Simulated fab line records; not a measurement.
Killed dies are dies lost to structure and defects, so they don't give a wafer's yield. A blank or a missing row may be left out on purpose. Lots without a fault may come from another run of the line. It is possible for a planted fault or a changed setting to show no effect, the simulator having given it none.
Struck lot and sound lot, side by side | flow rit_cmos | 14 steps out of a route of 202
Sound: the wafers L760.1, L760.2, L760.3. Struck: wafers L776.1, L776.2, L776.4. The cause is named last.
At each step with rows: each side's tool, then ch and its chambers, then its first start. Under that, the readings that differ: sound wafers | struck wafers | difference of the means | sigmas: that difference in standard deviations of wafers without a fault.
alike: same words and numbers on both sides, and readings whose means sit less than 2 such deviations apart. not compared: any withheld reading, any reading some wafer has no value for, any bound like >300 that may hide the same value, and any number with overlapping values for which the record gives no deviation.
A row with sigmas, a row that says differs or no value, or rows on one side alone: a step with any of these is where the two part. Non-overlapping numbers with no deviation appear without sigmas and do not part them. Lack of a reading on every wafer of one side parts them only where that side has two or more wafers.

first, 2 steps without rows for these wafers: RIT_NWELL_PEB_04; RIT_NWELL_DEVELOP_05 (develop time 68 s).
RIT_NWELL_OVL_MEAS_06:
  sound on overlay-01 at day 2 09:28; struck on overlay-02 at day 5 15:58
  alike: NWELL_OVL
then, 2 steps without rows for these wafers: RIT_NWELL_HARDBAKE_07 (time 120 s); RIT_NWELL_IMPLANT_08.
RIT_NWELL_STRIP_09: strips in O2, time 180 s.
  sound on plasma_asher-02 ch 0,1, day 2 09:55; struck on plasma_asher-02 ch 0,1, day 5 16:24
  alike: chamber_pressure_mTorr, drypump_motor_current_A
  not compared: rf_hours_counter_h
RIT_NWELL_TW_MEAS_10:
  sound on film_metro-01 at day 2 10:05; struck on film_metro-01 at day 5 16:35
  alike: NWELL_TW
then, 5 steps without rows for these wafers: RIT_PWELL_HMDS_00 (prime time 60 s); RIT_PWELL_COAT_01 (resist thk 1300 nm); RIT_PWELL_SOFTBAKE_02 (time 60 s); RIT_PWELL_EXPOSE_03 (exposes mask M3, target cd 43700 nm); RIT_PWELL_PEB_04.
RIT_PWELL_DEVELOP_05: develop time 68 s.
  sound on litho_track-04 ch 0, day 2 10:00; struck on litho_track-01, day 5 17:00
  no value came back on the struck wafers for chill_plate_temp_C (C), develop_time_s (s), exhaust_pa (Pa); on the sound wafers chill_plate_temp_C (C) reads 23.03 22.98 23.04
RIT_PWELL_OVL_MEAS_06:
  sound on overlay-01 at day 2 11:09; struck on overlay-01 at day 5 17:38
  reading        | sound       | struck | difference                    | sigmas
  PWELL_OVL (nm) | 1.1 0.2 1.3 | - - -  | no value on the struck wafers |

WHERE THEY PART
First at RIT_PWELL_DEVELOP_05; last, within this record, at RIT_PWELL_OVL_MEAS_06.

WHY: the cause the simulator had injected
Beginning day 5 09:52, the whole step at RIT_PWELL_DEVELOP_05 was skipped on litho_track-01. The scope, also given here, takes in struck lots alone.
